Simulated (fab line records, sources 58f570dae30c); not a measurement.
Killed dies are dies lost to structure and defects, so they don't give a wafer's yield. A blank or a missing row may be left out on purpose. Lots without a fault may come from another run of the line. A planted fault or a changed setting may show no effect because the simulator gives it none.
One fault seen from 2 desks | flow berkeley_cmos170 | each desk has only its own numbers; what lay behind them comes last

THE METROLOGY DESK
What the gauges read, lot by lot, whatever tool the lot ran on: means of the sampled wafers that have a number. A lot is out of limits, marked OUT, if its mean lies more than 4 standard deviations from the usual mean; the brackets give that distance. Of its 10 readings 7 are shown: those that lie furthest out on some lot.
Columns: A = PFIELD_TW at UCB170_PFIELD_TW_MEAS_09, usual 595; B = FIELD_OXIDE_LEFT_1_THK at UCB170_FIELD_THK_MEAS_90, usual 441 nm; C = NVT_OVL at UCB170_NVT_OVL_MEAS_06, usual 0 nm; D = NVT_TW at UCB170_NVT_TW_MEAS_09, usual 519; E = PVT_OVL at UCB170_PVT_OVL_MEAS_06, usual 1 nm; F = PVT_TW at UCB170_PVT_TW_MEAS_09, usual 506; G = FIELD_OXIDE_LEFT_2_THK at UCB170_FIELD_THK_MEAS_91, usual 353 nm
lot  | first seen here | A   | B   | C  | D   | E  | F   | G
L396 | day 5 04:15     | 589 | 443 | 0  | 514 | 3  | 500 | 355
L400 | day 5 21:25     | 592 | 428 | -1 | 526 | 6  | 503 | 340
L402 | day 6 05:08     | 589 | 442 | -3 | 524 | 3  | 510 | 375
L401 | day 6 05:14     | 592 | 440 | 1  | 516 | -4 | 504 | 373
L403 | day 6 05:30     | 603 | 448 | -3 | 519 | -3 | 508 | 382
L408 | day 7 12:24     | 595 | 453 | -8 | 517 | 6  | 501 | 366
L414 | day 8 07:20     | 597 | 438 | 5  | 516 | -8 | 507 | 349
This desk's finding: nothing out of limits on any of the 7 lots.

THE TOOL OWNER'S DESK: wet_bench-01
The tool's own readings at UCB170_SCREENOX_WET_ETCH_00 (etches SiO2 in dHF, time 200 s): means of the sampled wafers that have a number, for each lot that ran on this tool. A lot is out of limits, marked OUT, if its mean lies more than 4 standard deviations from the usual mean; the brackets give that distance.
Columns: A = run_length_s at UCB170_SCREENOX_WET_ETCH_00, usual 226.9 s
lot  | first seen here | A
L400 | day 6 14:35     | 225.6
L401 | day 7 04:05     | 125.6 (-39) OUT
L402 | day 7 04:05     | 126.2 (-39) OUT
L403 | day 7 04:05     | 126.8 (-38) OUT
This desk's finding: out of limits on L401, L402, L403; first on L401, day 7 04:05 (run_length_s at UCB170_SCREENOX_WET_ETCH_00). In limits: L400.

PUT TOGETHER
The tool owner's desk could have raised an alarm at day 7 04:05, on L401, L402, L403.
The metrology desk saw nothing out of limits.
The metrology desk has L401, L402, L403 on record, within its limits.
Of the lots named, all ran UCB170_SCREENOX_WET_ETCH_00 on wet_bench-01.

WHAT THE SIMULATOR HAD PUT IN
Process parameter drift: wet_bench-01, from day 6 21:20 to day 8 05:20, at UCB170_SCREENOX_WET_ETCH_00. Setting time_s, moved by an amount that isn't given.
Lots struck among those shown: L401, L402, L403.
Hours from the fault's start to each desk's first reading out of limits: the tool owner's desk, 7.
